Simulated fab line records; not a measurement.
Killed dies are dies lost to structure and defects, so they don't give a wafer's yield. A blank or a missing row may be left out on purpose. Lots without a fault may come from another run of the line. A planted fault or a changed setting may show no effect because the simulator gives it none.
8D (eight disciplines) problem report, filled in by code / flow ritCmos / the parts of the form that need people (team, actions taken, sign-off) are left out

1. WHAT WENT WRONG
SPACER_NITRIDE_THK at RIT_SPACER_THK_MEAS_04 reads a mean of 165.6 nm on 3 wafers of 1 lot; wafers without a fault read 250.3 nm with a standard deviation of 2.5. Measured from the usual mean, that is -34 standard deviations.
Earliest sighting: wafer L746.4 on filmMetro-01 at day 5 15:45. At this step, 27 wafers from 9 lots have a number in the record. The rule behind "out" and "out of limits": a value lying over 4 standard deviations away from the usual mean. All remaining wafers that have a number are taken as sound.

2. WHAT IT IS, AND WHAT IT ISN'T
question=which readings at this step | is=SPACER_NITRIDE_THK | is not=-
question=which lots | is=L746 | is not=L733, L734, L735, L736, L751, L752, L754, L756
question=which wafers of those lots | is=all that have a number | is not=-
question=read on which gauges | is=filmMetro-01 | is not=filmMetro-02, filmMetro-03
question=when | is=from day 5 15:45 | is not=up to then (12 sound wafers); but 12 sound wafers of L751, L752, L754, L756 came after

3. THE SUSPECTS, EACH WITH WHAT RULES IT OUT
Counting: a tool at a process step up to the reading stays a suspect if it ran every lot that is out and no sound lot after the first of them.
- ruled out: the gauge at RIT_SPACER_THK_MEAS_04. All the wafers that are out were read on filmMetro-01, but those of them that RIT_SPACER_ETCHBACK_05 has rows for are out there too, on other tools.
- plasmaAsher-02 at RIT_NLDD_STRIP_09 (strips in O2, time 180 s): ruled out as a lasting fault. The sound lots L752 went through it after L746, its earliest lot that is out (day 5 11:50).
- lpcvd-02 at RIT_SPACER_CVD_03 (deposits Si3N4 from SiH2Cl2/NH3, target thk 250 nm, time 3300 s): kept. It ran the lot that is out, L746 (day 5 13:49), and no sound lot after that; its last sound lot up to then is L734 (day 3 02:56).
After counting, what remains is lpcvd-02 at RIT_SPACER_CVD_03.

4. THE CAUSE (what the simulator had put in)
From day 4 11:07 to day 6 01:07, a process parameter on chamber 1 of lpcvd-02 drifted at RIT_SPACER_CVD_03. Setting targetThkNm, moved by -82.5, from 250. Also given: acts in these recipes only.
Only this tool survived the counting.

5. THE CHAIN OF EFFECTS, in route order
Each row: a reading whose mean over the struck wafers that have a number lies more than 3 standard deviations from the usual. Scope: only readings with a usual standard deviation given in the record; hours: median across lots of the time from each lot's start at the first step in this table that gives one to its start at this step; sigmas: change in usual standard deviations.
hours=0; step=RIT_SPACER_THK_MEAS_04; reading=SPACER_NITRIDE_THK; usual=250.3 nm; on struck wafers=165.6; change=-84.7; sigmas=-34
hours=0; step=RIT_SPACER_ETCHBACK_05; reading=oesProductAu; usual=0.844 a.u.; on struck wafers=0.643; change=-0.201; sigmas=-13
The process steps in it:
- RIT_SPACER_ETCHBACK_05: etches Si3N4 in SF6/CHF3, stops on SiO2, target depth 250 nm, time 240 s.

6. WHAT WOULD HAVE CAUGHT IT SOONER
In this record the first reading out of limits at a measuring or inspecting step was taken at day 5 15:45, 29 hours after the fault began at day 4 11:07.
Of the tool readings at RIT_SPACER_CVD_03 for which the record gives a usual standard deviation, none was out on any struck wafer, so an alarm limit of 4 standard deviations on them would not have fired.
By day 5 15:45 the whole set of lots that are out, 1 in number, had already begun RIT_SPACER_CVD_03 on lpcvd-02. None of them would have been spared by holding the tool at that moment.
